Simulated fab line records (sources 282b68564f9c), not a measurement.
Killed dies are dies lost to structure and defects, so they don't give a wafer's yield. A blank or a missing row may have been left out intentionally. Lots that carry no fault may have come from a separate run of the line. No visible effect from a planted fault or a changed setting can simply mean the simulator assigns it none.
fab line records	flow rit-cmos
record lots=14	wafers=42	last-day=6
route steps=202 shown ACTIVE@3 WELLDRIVE@50 NWELL@51 PWELL@52 PRETRO@74 M1@202
lots untouched by any fault: they come from a run of this same line in which no faults occurred
start-h: start of the lot's first displayed wafer, in hours after the record's first day	wait-h: how many hours have passed since the lot's step before this one	" as in the row above	L1.1+2: a single row standing in for several wafers	- value missing, or start not given	* or withheld: withheld	< > ~ a bound
route shown NAME@n: names a module that has steps shown in the file, with the first one's number in the route	usual: mean/standard deviation of fault-free wafers	same: alike in all rows	chamber/n: place in a boat	sites: readings site by site	_std_site: standard deviation across them	_edge_site: mean of outer sites minus mean of inner sites	radius-mm: how far each site lies from the wafer's centre	mask NAME#n: copy n	behind: tool/chamber where the wafer was last shaped	hold: the reason the lot was held/the length of the hold in hours/how it ended	device: which transistor (n, p or np) failed to switch	end of line: tests of these same wafers at the route's end	step lacking rows: just its recipe	killed: not the wafer's yield, but the dies lost to structure and defects at the first sort	map: the dies of a wafer, with x for killed, . for not killed, _ for no die there
set.NAME: the run value of the setting; set.NAME@STEP: its run value at that earlier step	model.NAME: the simulator's own value behind a step, which no gauge read
route steps across a sampled set of lots; one table per step, one row per wafer
services: the hour from which a tool's chamber was out of use, counted from the record's first day as start-h (under 0 if before that day), plus the number of hours and why
## steps
# step RIT_ACTIVE_THK_MEAS_02
# recipe reads=SiO2_of_ACTIVE_OXIDATION_01
# usual ACTIVE_OXIDE_THK=47.2/0.98
lot.wafer	tool	chamber	start-h	wait-h	ACTIVE_OXIDE_THK[nm]
L432.2	film-metro-01	-	22.13	0.0	47.6
L432.5	"	-	"	"	47.2
L432.6	"	-	"	"	47.4
L433.1	film-metro-03	-	27.05	0.0	48.0
L433.4	"	-	"	"	47.6
L433.6	"	-	"	"	46.9
L434.1	film-metro-02	-	32.05	0.0	46.6
L434.4	"	-	"	"	45.9
L434.6	"	-	"	"	46.9
L435.2	film-metro-03	-	37.06	0.0	47.9
L435.4	"	-	"	"	47.4
L435.6	"	-	"	"	47.9
L437.2	film-metro-02	-	47.06	0.0	47.2
L437.5	"	-	"	"	46.9
L437.6	"	-	"	"	46.4
L438.1	film-metro-03	-	52.05	0.0	49.2
L438.3	"	-	"	"	48.9
L438.4	"	-	"	"	49.3
L440.1	film-metro-02	-	62.05	0.0	48.2
L440.5	"	-	"	"	48.5
L440.6	"	-	"	"	48.2
L441.2	film-metro-03	-	67.06	0.0	47.5
L441.3	"	-	"	"	47.5
L441.5	"	-	"	"	47.1
L442.2	film-metro-01	-	72.06	0.0	47.3
L442.3	"	-	"	"	47.1
L442.4	"	-	"	"	47.2
L443.2	film-metro-03	-	77.06	0.0	47.6
L443.3	"	-	"	"	47.2
L443.4	"	-	"	"	46.1
L444.2	film-metro-03	-	82.06	0.0	45.1
L444.3	"	-	"	"	45.9
L444.4	"	-	"	"	46.2
L446.2	film-metro-01	-	92.06	0.0	45.8
L446.3	"	-	"	"	45.3
L446.4	"	-	"	"	46.0
L447.2	film-metro-02	-	97.06	0.0	49.2
L447.4	"	-	"	"	48.8
L447.6	"	-	"	"	49.2
L449.3	film-metro-03	-	107.07	0.0	45.9
L449.5	"	-	"	"	45.8
L449.6	"	-	"	"	47.0
# step RIT_ACTIVE_STRIP_14
# recipe chemistry=O2	time-s=180	resist=NOVOLAK	platen-temp-c=withheld	power-w=500	pressure-mtorr=4000	o2-flow-sccm=4000
# usual drypump-motor-current-A=5.91/0.26
lot.wafer	tool	chamber	start-h	wait-h	drypump-motor-current-A	rf-hours-counter-h
L432.2	plasma-asher-03	1	25.39	0.1	5.75	25
L432.5	"	0	"	"	6.12	-
L432.6	"	1	"	"	5.73	-
L433.1	plasma-asher-02	0	29.84	0.1	5.97	40
L433.4	"	0	"	"	5.97	-
L433.6	"	0	"	"	5.99	-
L434.1	plasma-asher-02	0	34.97	0.1	5.98	40
L434.4	"	1	"	"	6.02	-
L434.6	"	1	"	"	6.04	-
L435.2	plasma-asher-02	0	39.84	0.1	5.97	41
L435.4	"	0	"	"	5.95	-
L435.6	"	1	"	"	5.99	-
L437.2	plasma-asher-03	1	49.84	0.1	5.73	28
L437.5	"	1	"	"	5.74	-
L437.6	"	0	"	"	6.12	-
L438.1	plasma-asher-03	0	54.97	0.1	6.11	29
L438.3	"	0	"	"	6.12	-
L438.4	"	1	"	"	5.70	-
L440.1	plasma-asher-03	0	64.84	0.1	6.10	30
L440.5	"	0	"	"	6.12	-
L440.6	"	1	"	"	5.75	-
L441.2	plasma-asher-03	1	69.97	0.1	5.74	31
L441.3	"	1	"	"	5.76	-
L441.5	"	0	"	"	6.10	-
L442.2	plasma-asher-03	1	74.98	0.1	5.75	31
L442.3	"	1	"	"	5.75	-
L442.4	"	0	"	"	6.12	-
L443.2	plasma-asher-02	0	79.97	0.1	5.98	45
L443.3	"	0	"	"	5.99	-
L443.4	"	1	"	"	6.03	-
L444.2	plasma-asher-01	1	84.84	0.1	5.24	41
L444.3	"	0	"	"	6.18	-
L444.4	"	1	"	"	5.26	-
L446.2	plasma-asher-01	0	95.76	0.1	6.19	42
L446.3	"	1	"	"	5.24	-
L446.4	"	0	"	"	6.17	-
L447.2	plasma-asher-03	1	99.84	0.1	5.77	34
L447.4	"	1	"	"	5.73	-
L447.6	"	0	"	"	6.10	-
L449.3	plasma-asher-03	0	109.92	0.1	6.11	-
L449.5	"	0	"	"	6.11	-
L449.6	"	1	"	"	5.76	-
# step RIT_WELLDRIVE_ANNEAL_00
# recipe temp-c=1100	time-s=14700	ambient=N2
# usual spike-tc-centre-C=1101.7/0.97	spike-tc-load-C=1126.7/1.9	spike-tc-source-C=1125/4.3	tube-center-temp-C=1100/0.1	tube_center_temp_C_max=1102.8/0.47	zone-power-load-pct=40.8/1.7	zone-power-source-pct=41.2/1.9
lot.wafer	tool	chamber	start-h	wait-h	spike-tc-centre-C	spike-tc-load-C	spike-tc-source-C	tube-center-temp-C	tube_center_temp_C_max	zone-power-load-pct	zone-power-source-pct
L432.2	furnace-02	0	34.39	0.0	1102.0	1127.7	1119	1100.2	1102.7	43.8	40.5
L432.5	"	0	"	"	1100.6	1130.2	1121	1099.9	1103.6	44.0	39.8
L432.6	"	0	"	"	1099.9	1127.9	1119	1100	1102.9	43.2	39.8
L433.1	furnace-01	0	37.44	0.1	1103.0	1127.5	1129	1100	1102.5	39.7	40.4
L433.4	"	0	"	"	1100.3	1126.6	1129	1100	1102.1	39.9	40.3
L433.6	"	0	"	"	1103.9	1126.5	1131	1100	1102.4	39.9	40.5
L434.1	furnace-01	0	43.57	0.1	1103.1	1127.0	1130	1100	1103.8	40.0	40.1
L434.4	"	0	"	"	1103.0	1125.9	1129	1100	1103.8	40.0	40.3
L434.6	"	0	"	"	1101.4	1125.2	1128	1100	1102.3	39.1	39.8
L435.2	furnace-02	0	47.87	0.1	1101.6	1127.1	1120	1099.9	1102.6	44.2	40.4
L435.4	"	0	"	"	1102.3	1127.5	1119	1100	1102.4	43.8	40.5
L435.6	"	0	"	"	1100.1	1129.2	1118	1100	1102.7	43.9	39.9
L437.2	furnace-01	0	57.96	0.0	1101.6	1128.0	1130	1100.1	1102.5	40.3	40.2
L437.5	"	0	"	"	1101.7	1126.0	1128	1099.7	1101.8	40.0	40.4
L437.6	"	0	"	"	1101.2	1125.2	1127	1100.1	1102.4	40.1	39.5
L438.1	furnace-01	0	63.05	0.3	1102.7	1124.7	1129	1100.1	1102.3	40.2	40.3
L438.3	"	0	"	"	1101.4	1128.9	1129	1100.1	1103.7	40.4	40.2
L438.4	"	0	"	"	1104.4	1127.3	1130	1100	1102.8	40.1	40.7
L440.1	furnace-01	0	73.21	0.6	1100.8	1126.1	1128	1100	1103.1	40.5	39.9
L440.5	"	0	"	"	1102.6	1127.9	1132	1100	1102.4	39.7	40.5
L440.6	"	0	"	"	1102.1	1127.4	1128	1100.1	1103.1	39.2	40.0
L441.2	furnace-01	0	78.30	0.7	1102.3	1127.8	1130	1100	1103.2	40.0	40.2
L441.3	"	0	"	"	1102.8	1128.5	1128	1100.1	1102.5	39.7	40.4
L441.5	"	0	"	"	1100.7	1126.5	1130	1100.1	1102.8	40.1	40.6
L442.2	furnace-04	0	83.90	0.0	1101.1	1124.3	1125	1100.1	1103.0	40.4	44.4
L442.3	"	0	"	"	1100.7	1123.7	1122	1100.1	1103.0	39.9	44.4
L442.4	"	0	"	"	1103.1	1125.9	1122	1100.1	1102.3	39.2	43.9
L443.2	furnace-01	0	88.88	0.0	1103.2	1126.9	1130	1100	1102.8	39.5	40.1
L443.3	"	0	"	"	1100.7	1126.4	1131	1100.1	1103.0	40.2	40.3
L443.4	"	0	"	"	1101.8	1127.5	1128	1100.1	1103.0	40.1	41.1
L444.2	furnace-04	0	92.42	0.0	1100.4	1125.5	1123	1100.1	1102.4	39.3	44.5
L444.3	"	0	"	"	1099.7	1123.7	1120	1099.9	1102.7	39.1	44.5
L444.4	"	0	"	"	1101.0	1124.2	1123	1099.8	1102.3	39.0	44.8
L446.2	furnace-04	0	103.43	0.0	1101.6	1126.0	1123	1100.1	1103.5	39.7	44.4
L446.3	"	0	"	"	1100.5	1124.6	1123	1099.9	1102.7	39.8	44.2
L446.4	"	0	"	"	1102.9	1124.6	1122	1100.1	1102.0	39.7	44.4
L447.2	furnace-01	0	110.86	1.1	1043.2	1066.3	1071	1040.1	1042.9	35.0	35.5
L447.4	"	0	"	"	1041.4	1067.2	1068	1040	1043.1	35.0	34.8
L447.6	"	0	"	"	1041.7	1064.0	1068	1040.1	1043.7	34.8	35.6
L449.3	furnace-01	0	118.38	0.3	1042.3	1066.3	1069	1040	1042.7	34.8	34.9
L449.5	"	0	"	"	1042.7	1063.6	1069	1039.9	1042.5	35.2	34.7
L449.6	"	0	"	"	1042.1	1065.6	1069	1040.1	1042.9	35.0	35.1
# step RIT_WELLDRIVE_RS_MEAS_01
# recipe thk-meas-gauge=four-point-probe
# usual NWELL_RS=279.7/0.75
lot.wafer	tool	chamber	start-h	wait-h	NWELL_RS[ohm/sq]
L432.2	film-metro-04	-	39.49	0.0	280.8
L432.5	"	-	"	"	280.9
L432.6	"	-	"	"	280.0
L433.1	film-metro-03	-	42.53	0.0	279.7
L433.4	"	-	"	"	279.8
L433.6	"	-	"	"	280.1
L434.1	film-metro-04	-	48.66	0.0	279.3
L434.4	"	-	"	"	279.5
L434.6	"	-	"	"	280.0
L435.2	film-metro-01	-	52.97	0.0	278.6
L435.4	"	-	"	"	278.8
L435.6	"	-	"	"	279.5
L437.2	film-metro-03	-	63.07	0.0	279.1
L437.5	"	-	"	"	280.5
L437.6	"	-	"	"	279.7
L438.1	film-metro-03	-	68.13	0.0	281.4
L438.3	"	-	"	"	280.8
L438.4	"	-	"	"	279.5
L440.1	film-metro-04	-	78.30	0.0	279.3
L440.5	"	-	"	"	279.8
L440.6	"	-	"	"	279.4
L441.2	film-metro-04	-	83.40	0.0	279.4
L441.3	"	-	"	"	279.2
L441.5	"	-	"	"	279.1
L442.2	film-metro-04	-	89.00	0.0	280.4
L442.3	"	-	"	"	279.9
L442.4	"	-	"	"	279.8
L443.2	film-metro-04	-	93.98	0.0	279.3
L443.3	"	-	"	"	280.1
L443.4	"	-	"	"	280.8
L444.2	film-metro-04	-	97.52	0.0	278.7
L444.3	"	-	"	"	278.7
L444.4	"	-	"	"	279.0
L446.2	film-metro-03	-	108.54	0.0	279.7
L446.3	"	-	"	"	279.6
L446.4	"	-	"	"	279.4
L447.2	film-metro-04	-	115.96	0.0	351.4
L447.4	"	-	"	"	349.5
L447.6	"	-	"	"	351.1
L449.3	film-metro-01	-	123.51	0.0	353.1
L449.5	"	-	"	"	352.9
L449.6	"	-	"	"	352.6
# step RIT_WELLDRIVE_RS_MEAS_02
# recipe thk-meas-gauge=four-point-probe
# usual PWELL_RS=429.6/1.4
lot.wafer	tool	chamber	start-h	wait-h	PWELL_RS[ohm/sq]
L432.2	film-metro-04	-	39.61	0.1	426.3
L432.5	"	-	"	"	427.2
L432.6	"	-	"	"	427.7
L433.1	film-metro-03	-	42.65	0.1	429.4
L433.4	"	-	"	"	430.4
L433.6	"	-	"	"	429.5
L434.1	film-metro-04	-	48.78	0.1	429.2
L434.4	"	-	"	"	429.9
L434.6	"	-	"	"	429.0
L435.2	film-metro-01	-	53.09	0.1	429.4
L435.4	"	-	"	"	429.8
L435.6	"	-	"	"	429.6
L437.2	film-metro-03	-	63.19	0.1	427.3
L437.5	"	-	"	"	427.3
L437.6	"	-	"	"	427.6
L438.1	film-metro-03	-	68.25	0.1	429.6
L438.3	"	-	"	"	430.1
L438.4	"	-	"	"	429.8
L440.1	film-metro-04	-	78.42	0.1	426.2
L440.5	"	-	"	"	427.5
L440.6	"	-	"	"	427.7
L441.2	film-metro-04	-	83.52	0.1	432.2
L441.3	"	-	"	"	431.0
L441.5	"	-	"	"	430.7
L442.2	film-metro-04	-	89.12	0.1	428.5
L442.3	"	-	"	"	429.5
L442.4	"	-	"	"	429.4
L443.2	film-metro-04	-	94.10	0.1	430.9
L443.3	"	-	"	"	430.2
L443.4	"	-	"	"	431.4
L444.2	film-metro-04	-	97.64	0.1	430.5
L444.3	"	-	"	"	431.1
L444.4	"	-	"	"	429.3
L446.2	film-metro-03	-	108.66	0.1	427.8
L446.3	"	-	"	"	429.5
L446.4	"	-	"	"	429.5
L447.2	film-metro-04	-	116.08	0.1	495.4
L447.4	"	-	"	"	495.7
L447.6	"	-	"	"	496.3
L449.3	film-metro-01	-	123.63	0.1	495.7
L449.5	"	-	"	"	494.8
L449.6	"	-	"	"	496.7
# step RIT_PRETRO_TW_MEAS_10
# usual PRETRO_TW=480/4.2
lot.wafer	tool	chamber	start-h	wait-h	PRETRO_TW
L432.2	film-metro-04	-	43.08	0.1	485
L432.5	"	-	"	"	483
L432.6	"	-	"	"	482
L433.1	film-metro-02	-	45.94	0.1	478
L433.4	"	-	"	"	475
L433.6	"	-	"	"	475
L434.1	film-metro-04	-	52.19	0.1	485
L434.4	"	-	"	"	484
L434.6	"	-	"	"	483
L435.2	film-metro-02	-	56.24	0.1	477
L435.4	"	-	"	"	476
L435.6	"	-	"	"	476
L437.2	film-metro-04	-	66.46	0.1	481
L437.5	"	-	"	"	482
L437.6	"	-	"	"	483
L438.1	film-metro-04	-	71.66	0.1	485
L438.3	"	-	"	"	485
L438.4	"	-	"	"	485
L440.1	film-metro-04	-	81.98	0.1	482
L440.5	"	-	"	"	482
L440.6	"	-	"	"	483
L441.2	film-metro-04	-	86.68	0.1	484
L441.3	"	-	"	"	479
L441.5	"	-	"	"	482
L442.2	film-metro-03	-	92.40	0.1	483
L442.3	"	-	"	"	482
L442.4	"	-	"	"	484
L443.2	film-metro-02	-	97.92	0.1	474
L443.3	"	-	"	"	472
L443.4	"	-	"	"	472
L444.2	film-metro-04	-	101.05	0.1	486
L444.3	"	-	"	"	486
L444.4	"	-	"	"	487
L446.2	film-metro-02	-	111.81	0.1	473
L446.3	"	-	"	"	473
L446.4	"	-	"	"	472
L447.2	film-metro-02	-	119.38	0.1	474
L447.4	"	-	"	"	472
L447.6	"	-	"	"	473
L449.3	film-metro-04	-	126.77	0.1	483
L449.5	"	-	"	"	484
L449.6	"	-	"	"	483
# step RIT_M1_PROBE_99
# usual killed_at_M0_to_M3=0.0/0.14	killed-at-contacts=0.1/0.29	killed-at-front-end=6.3/2.8	killed-dies=6.4/2.8	killed-open=3.3/1.7	killed-short=3.1/1.9
# same gross-dies=264	killed_at_M4_up=0	killed-at-back-side=0	killed-at-other=0
lot.wafer	tool	chamber	start-h	wait-h	killed_at_M0_to_M3	killed-at-contacts	killed-at-front-end	killed-dies	killed-open	killed-short
L432.2	prober-01	-	68.51	0.1	0	0	10	10	3	7
L432.5	prober-01	-	68.66	0.2	0	0	6	6	4	2
L432.6	prober-01	-	68.71	0.2	0	0	6	6	4	2
L433.1	prober-02	-	70.97	0.1	0	0	10	10	4	6
L433.4	prober-02	-	71.12	0.2	0	0	5	5	2	3
L433.6	prober-02	-	71.22	0.2	0	0	8	8	5	3
L434.1	prober-01	-	76.98	0.1	0	0	8	8	7	1
L434.4	prober-01	-	77.13	0.2	0	0	9	9	3	6
L434.6	prober-01	-	77.23	0.2	0	1	5	6	3	3
L435.2	prober-02	-	83.71	0.1	0	0	7	7	5	2
L435.4	prober-02	-	83.81	0.2	0	0	6	6	3	3
L435.6	prober-02	-	83.91	0.2	0	0	8	8	4	4
L437.2	prober-02	-	91.42	0.1	0	0	4	4	2	2
L437.5	prober-02	-	91.57	0.2	0	0	3	3	2	1
L437.6	prober-02	-	91.62	0.2	0	0	11	11	7	4
L438.1	prober-01	-	97.41	0.1	0	0	7	7	3	4
L438.3	prober-01	-	97.51	0.2	0	0	3	3	2	1
L438.4	prober-01	-	97.56	0.2	0	0	4	4	2	2
L440.1	prober-01	-	107.36	0.1	0	0	11	11	5	6
L440.5	prober-01	-	107.56	0.2	0	0	4	4	2	2
L440.6	prober-01	-	107.61	0.2	0	0	6	6	3	3
L441.2	prober-02	-	112.75	0.1	0	0	5	5	5	0
L441.3	prober-02	-	112.80	0.2	0	1	10	11	4	6
L441.5	prober-02	-	112.90	0.2	0	1	3	4	3	0
L442.2	prober-01	-	119.26	0.1	0	0	6	6	2	4
L442.3	prober-01	-	119.31	0.2	0	0	6	6	3	3
L442.4	prober-01	-	119.36	0.2	0	0	5	5	2	3
L444.2	prober-02	-	128.72	0.1	0	0	10	10	4	6
L444.3	prober-02	-	128.77	0.2	1	0	4	5	2	3
L444.4	prober-02	-	128.82	0.2	0	0	9	9	4	5
L443.2	prober-01	-	128.73	0.1	0	0	8	8	2	6
L443.3	prober-01	-	128.78	0.2	0	0	6	6	3	3
L443.4	prober-01	-	128.83	0.2	0	0	6	6	3	3
L446.2	prober-01	-	136.54	0.1	0	0	7	7	4	3
L446.3	prober-01	-	136.59	0.2	0	0	6	6	3	3
L446.4	prober-01	-	136.64	0.2	0	0	5	5	4	1
L447.2	prober-02	-	146.39	0.1	0	0	6	6	3	3
L447.4	prober-02	-	146.49	0.2	0	1	6	7	3	4
L447.6	prober-02	-	146.59	0.2	0	0	6	6	1	5
L449.3	prober-02	-	151.52	0.2	0	0	9	9	6	3
L449.5	prober-02	-	151.62	0.2	0	0	10	10	6	4
L449.6	prober-02	-	151.67	0.2	0	0	6	6	2	4
# killed by level:class
L432.2 FOX1:geometric-particle:short=2 GATE:geometric-particle:open=2 GATE:geometric-particle:short=2 SILICIDE:geometric-particle:short=2 REOX:geometric-particle:short=1 REOX:geometric-particle:open=1
L432.5 GATE:geometric-particle:open=2 ACTIVE:geometric-particle:short=1 GATE:geometric-particle:short=1 SPACER:geometric-particle:open=1 SILICIDE:geometric-particle:open=1
L432.6 FOX2:geometric-particle:short=1 GATE:geometric-particle:open=1 REOX:geometric-particle:open=1 SPACER:geometric-particle:open=1 SILICIDE:geometric-particle:open=1 SILICIDE:geometric-particle:short=1
L433.1 GATE:geometric-particle:short=4 GATE:geometric-particle:open=4 REOX:geometric-particle:short=1 SPACER:geometric-particle:short=1
L433.4 GATE:geometric-particle:short=2 GATE:geometric-particle:open=1 SPACER:geometric-particle:open=1 SILICIDE:geometric-particle:short=1
L433.6 FOX1:geometric-particle:open=2 SILICIDE:geometric-particle:open=2 FOX1:geometric-particle:short=1 GATE:geometric-particle:open=1 GATE:geometric-particle:short=1 SPACER:geometric-particle:short=1
L434.1 FOX1:geometric-particle:open=3 SPACER:geometric-particle:open=2 GATE:geometric-particle:open=1 SPACER:geometric-particle:short=1 SILICIDE:geometric-particle:open=1
L434.4 FOX1:geometric-particle:short=2 REOX:geometric-particle:open=2 SPACER:geometric-particle:short=2 GATE:geometric-particle:open=1 GATE:geometric-particle:short=1 REOX:geometric-particle:short=1
L434.6 SPACER:geometric-particle:short=2 GATE:geometric-particle:short=1 REOX:geometric-particle:open=1 SILICIDE:geometric-particle:open=1 CONTACT:geometric-particle:open=1
L435.2 REOX:geometric-particle:open=2 FOX1:geometric-particle:short=1 FOX2:geometric-particle:open=1 GATE:geometric-particle:short=1 GATE:geometric-particle:open=1 SILICIDE:geometric-particle:open=1
L435.4 FOX2:geometric-particle:short=3 GATE:geometric-particle:open=2 FOX2:geometric-particle:open=1
L435.6 GATE:geometric-particle:short=2 SILICIDE:geometric-particle:open=2 FOX2:geometric-particle:short=1 FOX2:geometric-particle:open=1 GATE:geometric-particle:open=1 SILICIDE:geometric-particle:short=1
L437.2 SILICIDE:geometric-particle:open=2 FOX2:geometric-particle:short=1 SPACER:geometric-particle:short=1
L437.5 FOX1:geometric-particle:short=1 FOX1:geometric-particle:open=1 GATE:geometric-particle:open=1
L437.6 GATE:geometric-particle:open=3 FOX2:geometric-particle:short=2 GATE:geometric-particle:short=2 FOX1:geometric-particle:open=1 FOX2:geometric-particle:open=1 SPACER:geometric-particle:open=1 SILICIDE:geometric-particle:open=1
L438.1 GATE:geometric-particle:short=2 SILICIDE:geometric-particle:short=2 FOX1:geometric-particle:open=1 GATE:geometric-particle:open=1 SILICIDE:geometric-particle:open=1
L438.3 FOX1:geometric-particle:open=1 GATE:geometric-particle:short=1 GATE:geometric-particle:open=1
L438.4 FOX1:geometric-particle:short=1 FOX1:geometric-particle:open=1 GATE:geometric-particle:short=1 GATE:geometric-particle:open=1
L440.1 SPACER:geometric-particle:open=3 GATE:geometric-particle:short=2 FOX1:geometric-particle:open=1 FOX1:geometric-particle:short=1 GATE:geometric-particle:open=1 REOX:geometric-particle:short=1 SPACER:geometric-particle:short=1 SILICIDE:geometric-particle:short=1
L440.5 FOX1:geometric-particle:open=2 GATE:geometric-particle:short=2
L440.6 FOX2:geometric-particle:short=1 GATE:geometric-particle:short=1 GATE:geometric-particle:open=1 SPACER:geometric-particle:short=1 SPACER:geometric-particle:open=1 SILICIDE:geometric-particle:open=1
L441.2 REOX:geometric-particle:open=3 FOX2:geometric-particle:open=1 GATE:geometric-particle:open=1
L441.3 GATE:geometric-particle:open=2 GATE:geometric-particle:short=2 REOX:geometric-particle:short=2 FOX1:geometric-particle:open=1 FOX1:geometric-particle:short=1 FOX2:geometric-particle:open=1 SPACER:geometric-particle:short=1 CONTACT:coat-microbubble-printed=1
L441.5 REOX:geometric-particle:open=2 SPACER:geometric-particle:open=1 CONTACT:coat-microbubble-printed=1
L442.2 GATE:geometric-particle:short=2 REOX:geometric-particle:short=1 SPACER:geometric-particle:open=1 SILICIDE:geometric-particle:short=1 SILICIDE:geometric-particle:open=1
L442.3 GATE:geometric-particle:open=2 FOX1:geometric-particle:short=1 FOX1:geometric-particle:open=1 GATE:geometric-particle:short=1 SPACER:geometric-particle:short=1
L442.4 FOX1:geometric-particle:open=1 FOX2:geometric-particle:open=1 GATE:geometric-particle:short=1 REOX:geometric-particle:short=1 SILICIDE:geometric-particle:short=1
L444.2 FOX1:geometric-particle:short=3 GATE:geometric-particle:open=2 FOX1:geometric-particle:open=1 GATE:geometric-particle:short=1 REOX:geometric-particle:short=1 SPACER:geometric-particle:open=1 SILICIDE:geometric-particle:short=1
L443.2 REOX:geometric-particle:short=3 FOX1:geometric-particle:short=1 FOX1:geometric-particle:open=1 GATE:geometric-particle:short=1 SPACER:geometric-particle:short=1 SILICIDE:geometric-particle:open=1
L444.3 FOX1:geometric-particle:short=1 FOX2:geometric-particle:open=1 FOX2:geometric-particle:short=1 GATE:geometric-particle:open=1 M1:geometric-particle:short=1
L443.3 REOX:geometric-particle:short=2 REOX:geometric-particle:open=1 SPACER:geometric-particle:open=1 SPACER:geometric-particle:short=1 SILICIDE:geometric-particle:open=1
L444.4 FOX1:geometric-particle:short=2 FOX1:geometric-particle:open=2 GATE:geometric-particle:short=2 FOX2:geometric-particle:short=1 GATE:geometric-particle:open=1 SPACER:geometric-particle:open=1
L443.4 GATE:geometric-particle:open=3 SPACER:geometric-particle:short=2 SILICIDE:geometric-particle:short=1
L446.2 GATE:geometric-particle:short=3 GATE:geometric-particle:open=2 SILICIDE:geometric-particle:open=2
L446.3 GATE:geometric-particle:short=1 GATE:geometric-particle:open=1 REOX:geometric-particle:open=1 REOX:geometric-particle:short=1 SPACER:geometric-particle:open=1 SILICIDE:geometric-particle:short=1
L446.4 REOX:geometric-particle:open=2 GATE:geometric-particle:short=1 GATE:geometric-particle:open=1 SILICIDE:geometric-particle:open=1
L447.2 GATE:geometric-particle:open=3 FOX2:geometric-particle:short=1 GATE:geometric-particle:short=1 SILICIDE:geometric-particle:short=1
L447.4 GATE:geometric-particle:open=2 FOX1:geometric-particle:open=1 FOX2:geometric-particle:short=1 GATE:geometric-particle:short=1 SILICIDE:geometric-particle:short=1 CONTACT:geometric-particle:short=1
L447.6 REOX:geometric-particle:short=2 FOX1:geometric-particle:short=1 FOX2:geometric-particle:short=1 SILICIDE:geometric-particle:open=1 SILICIDE:geometric-particle:short=1
L449.3 GATE:geometric-particle:open=3 GATE:geometric-particle:short=3 SPACER:geometric-particle:open=3
L449.5 GATE:geometric-particle:open=3 GATE:geometric-particle:short=2 SPACER:geometric-particle:open=2 FOX2:geometric-particle:open=1 REOX:geometric-particle:short=1 SILICIDE:geometric-particle:short=1
L449.6 GATE:geometric-particle:short=2 FOX1:geometric-particle:short=1 REOX:geometric-particle:open=1 REOX:geometric-particle:short=1 SPACER:geometric-particle:open=1
## services
tool	chamber	start-h	hours	kind
furnace-02	-	4.00	6.9	repair
furnace-01	-	9.15	3.5	pm
plasma-asher-03	-	71.77	2.8	pm
furnace-02	-	78.14	4.1	pm
furnace-04	-	97.50	3.9	pm
plasma-asher-01	-	108.75	9.0	pm
plasma-asher-01	0	108.75	9.0	vent-cycle
plasma-asher-01	1	108.75	9.0	vent-cycle
plasma-asher-01	0	117.75	-	clean
plasma-asher-01	1	117.75	-	clean
## key
first-sign step=RIT_WELLDRIVE_ANNEAL_00	reading=tube-center-temp-C	direction=down	sigmas=99+	usual=*	struck=*
effect step=RIT_WELLDRIVE_ANNEAL_00	reading=tube_center_temp_C_max	direction=down	sigmas=99+	usual=*	struck=*
effect step=RIT_WELLDRIVE_RS_MEAS_01	reading=NWELL_RS	direction=up	sigmas=96	usual=279.7	struck=351.8
effect step=RIT_WELLDRIVE_RS_MEAS_02	reading=PWELL_RS	direction=up	sigmas=49	usual=429.6	struck=495.8
met-at RIT_WELLDRIVE_ANNEAL_00
struck-lots L447,L449
tester-left-out L447,L449
not-acting-at RIT_ACTIVE_THK_MEAS_02,RIT_ACTIVE_STRIP_14,RIT_PRETRO_TW_MEAS_10
onset-between 88.88 110.86
fault kind=process-parameter-drift	tool=furnace-01	chamber=-	onset-h=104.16	steps=RIT_WELLDRIVE_ANNEAL_00	channel=temp-c	offset=*	shape=step	end-h=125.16	acts-in=*	stated=*
# tester-left-out: of these lots the tester's yield and bins aren't shown, on N5 and GAA mostly nor the transistor test; their killed dies are dies lost to structure and defects alone, not to doping, threshold or leakage, so they don't give the yield
